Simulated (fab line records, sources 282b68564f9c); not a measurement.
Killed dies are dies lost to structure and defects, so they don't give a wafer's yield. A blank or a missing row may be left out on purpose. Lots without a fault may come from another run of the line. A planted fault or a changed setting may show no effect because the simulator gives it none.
A struck lot beside a sound one | flow rit_cmos | 20 steps out of a route of 202
Sound: wafers L527.1, L527.2, L527.5. Struck: wafers L540.3, L540.5, L540.6. The cause comes at the end.
At each step with rows: each side's tool, then ch and its chambers, then its first start. Under that, the readings that differ: sound wafers | struck wafers | difference of the means | sigmas: that difference in standard deviations of wafers without a fault.
alike: readings whose means differ by less than 2 such deviations, and words and numbers that are the same on both sides. not compared: withheld readings, readings that some wafer has no value for, bounds like >300 that may hide the same value, and numbers for which the record gives no deviation and whose values overlap.
The two part at a step that has a row with sigmas, a row that says differs or no value, or rows on one side only. Numbers that don't overlap but have no deviation are shown without sigmas and don't part them. A reading that every wafer of one side lacks parts them only if that side has two wafers or more.

first, 2 steps without rows for these wafers: RIT_NWELL_HARDBAKE_07 (time 120 s); RIT_NWELL_IMPLANT_08.
RIT_NWELL_STRIP_09: strips in O2, time 180 s.
  sound on plasma_asher-04 ch 0,1, day 2 13:35; struck on plasma_asher-04 ch 0,1, day 5 07:10
  alike: drypump_motor_current_A
  not compared: rf_hours_counter_h
RIT_NWELL_TW_MEAS_10:
  sound on film_metro-02, day 2 13:46; struck on film_metro-02, day 5 07:18
  alike: NWELL_TW
then, 2 steps without rows for these wafers: RIT_PWELL_HMDS_00 (prime time 60 s); RIT_PWELL_COAT_01 (resist thk 1300 nm).
RIT_PWELL_SOFTBAKE_02: time 61.77 s.
  sound on litho_track-03 ch 0, day 2 14:08; struck on litho_track-02 ch 0, day 5 07:41
  alike: plate_sensor_t_centre_C, plate_sensor_t_edge_C
then, 3 steps without rows for these wafers: RIT_PWELL_EXPOSE_03 (exposes mask M3, target cd 43700 nm); RIT_PWELL_PEB_04; RIT_PWELL_DEVELOP_05 (develop time 68 s).
RIT_PWELL_OVL_MEAS_06:
  sound on overlay-01, day 2 14:50; struck on overlay-02, day 5 08:14
  alike: PWELL_OVL
then, 1 step without rows for these wafers: RIT_PWELL_HARDBAKE_07 (time 120 s).
RIT_PWELL_IMPLANT_08:
  sound on implanter-02 ch 0, day 2 15:07; struck on implanter-02 ch 0, day 5 08:44
  reading            | sound                         | struck                       | difference | sigmas
  dose_ions_cm2      | 6.992e+13 7.005e+13 7.002e+13 | 5.514e+13 5.52e+13 5.521e+13 | -1.481e+13 | -99 or more
  faraday_current_uA | 225 225 218                   | 178 171 180                  | -46        | -10
RIT_PWELL_STRIP_09: strips in O2, time 180 s.
  sound on plasma_asher-04 ch 0,1, day 2 15:16; struck on plasma_asher-04 ch 0,1, day 5 08:53
  alike: drypump_motor_current_A
  not compared: rf_hours_counter_h
RIT_PWELL_TW_MEAS_10:
  sound on film_metro-02, day 2 15:26; struck on film_metro-01, day 5 09:02
  reading  | sound       | struck      | difference | sigmas
  PWELL_TW | 951 947 941 | 894 895 893 | -52        | -8
then, 1 step without rows for these wafers: RIT_WELLDRIVE_ANNEAL_00 (time 14700 s).
RIT_WELLDRIVE_RS_MEAS_01: measures by four-point-probe.
  sound on film_metro-04, day 2 20:35; struck on film_metro-01, day 5 16:32
  alike: NWELL_RS
RIT_WELLDRIVE_RS_MEAS_02: measures by four-point-probe.
  sound on film_metro-04, day 2 20:43; struck on film_metro-01, day 5 16:40
  reading           | sound             | struck            | difference | sigmas
  PWELL_RS (ohm/sq) | 430.3 430.0 429.1 | 498.5 499.3 498.2 | +68.9      | +57
then, 1 step without rows for these wafers: RIT_NRETRO_HMDS_00 (prime time 60 s).
RIT_M1_PROBE_99:
  sound on prober-02, day 4 04:32; struck on prober-01, day 7 00:20
  reading                             | sound             | struck            | difference | sigmas
  killed_open                         | 1 2 1             | 5 8 4             | +4         | +2
  model.etest.nmos_0p3.r_on_ohm_um    | 2205 2197 2171    | 2047 2031 2029    | -155       |
  model.etest.pwell_pinched.rs_ohm_sq | 469.2 469.8 472.4 | 539 533.9 526.6   | +63        |
  model.etest.pwell.rs_ohm_sq         | 424.8 422.1 425.8 | 491.9 487.5 487.1 | +64.6      |
  model.etest.nmos_0p15.r_on_ohm_um   | 1185 1157 1162    | 1078 1061 1034    | -110       |
  model.etest.nmos_turned.drive_ua_um | 293 295.3 294.2   | 346.6 351.2 347.4 | +54.2      |
  model.etest.nmos_0p15.drive_ua_um   | 460.5 452.5 453.3 | 496.9 506.1 507.9 | +48.2      |
  model.etest.nmos_narrow.drive_ua_um | 219.3 218.7 214.6 | 243.8 246.4 243.5 | +27.0      |
  model.etest.nmos_0p3.drive_ua_um    | 223.2 220.3 219.2 | 245.4 247.6 246.8 | +25.7      |
  alike: killed_at_front_end, killed_dies, killed_short

WHERE THEY PART
First at RIT_PWELL_IMPLANT_08; last, within this record, at RIT_M1_PROBE_99.

WHY: what the simulator had put in
Process parameter drift: implanter-02, from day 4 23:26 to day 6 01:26, at RIT_PWELL_IMPLANT_08. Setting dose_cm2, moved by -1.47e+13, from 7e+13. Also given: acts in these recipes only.
